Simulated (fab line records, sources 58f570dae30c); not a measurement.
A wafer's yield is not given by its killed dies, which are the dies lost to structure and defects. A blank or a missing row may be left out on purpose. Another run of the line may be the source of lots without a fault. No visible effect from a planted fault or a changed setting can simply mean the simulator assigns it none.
Problem report in the 8D (eight disciplines) form, filled by code + flow berkeleyCmos170 + the parts of the form that need people (team, actions taken, sign-off) are left out

== 1. WHAT WENT WRONG ==
At UCB170_GATE_ETCH_15, oesProductAu averages 0.649 a.u. over 6 wafers from 2 lots, while fault-free wafers read 0.833 a.u., standard deviation 0.017. Relative to the usual mean, that is a shift of -11 standard deviations.
The step: etches poly-Si in HBr/Cl2, stops on SiO2, time 56.3 s, target depth 278.2 nm.
Seen first at day 9 07:15 on rieSi-02, wafer L362.2. The record has a number at this step for 36 wafers belonging to 12 lots. By rule, "out" or "out of limits" means more than 4 standard deviations away from the usual mean. All remaining wafers that have a number are taken as sound.

== 2. WHAT IT IS AND WHAT IT IS NOT ==
| question                    | is                     | is not                                                                                             |
|-----------------------------|------------------------|----------------------------------------------------------------------------------------------------|
| which readings at this step | oesProductAu           | drypumpMotorCurrentA, throttleValvePct                                                             |
| which lots                  | L360, L362             | L351, L352, L356, L357, L361, L364, L365, L369, L372, L374                                         |
| which wafers of those lots  | all that have a number | -                                                                                                  |
| read on which tools         | rieSi-02               | rieSi-01                                                                                           |
| when                        | from day 9 07:15       | up to then (12 sound wafers); but 18 sound wafers of L361, L364, L365, L369, L372, L374 came after |

== 3. WHAT RULES OUT EACH SUSPECT ==
Counting: any tool at a process step up to the reading is kept as a suspect provided that every lot that is out went through it and no sound lot did after the first of them.
- rieSi-02 at UCB170_GATE_ETCH_15 (etches poly-Si in HBr/Cl2, stops on SiO2, time 56.3 s, target depth 278.2 nm): kept. It ran every lot that is out, first L362 (day 9 07:15), and no sound lot after that; its last sound lot up to then is L356 (day 8 17:54). On those wafers its own readings are out: oesProductAu.
The count leaves rieSi-02 at UCB170_GATE_ETCH_15.

== 4. THE CAUSE (what the simulator had put in) ==
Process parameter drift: rieSi-02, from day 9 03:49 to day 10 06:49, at UCB170_GATE_ETCH_15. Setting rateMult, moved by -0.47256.
The count eliminated every tool but this one.

== 5. THE EFFECT CHAIN, in route order ==
One row per reading whose mean, taken over the struck wafers that have a number, lies over 3 standard deviations from the usual. Scope: only readings with a usual standard deviation given in the record; hours: median across lots of the time from each lot's start at the first step in this table that gives one to its start at this step; sigmas: change in usual standard deviations.
| hours | step                | reading      | usual      | on struck wafers | change | sigmas |
|-------|---------------------|--------------|------------|------------------|--------|--------|
| 0     | UCB170_GATE_ETCH_15 | oesProductAu | 0.833 a.u. | 0.649            | -0.184 | -11    |
Its process steps:
- UCB170_GATE_ETCH_15: etches poly-Si in HBr/Cl2, stops on SiO2, time 56.3 s, target depth 278.2 nm.

== 6. HOW IT WOULD HAVE BEEN CAUGHT EARLIER ==
First out-of-limits reading in this record: day 9 07:15, which is 3 hours after fault onset at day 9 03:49.
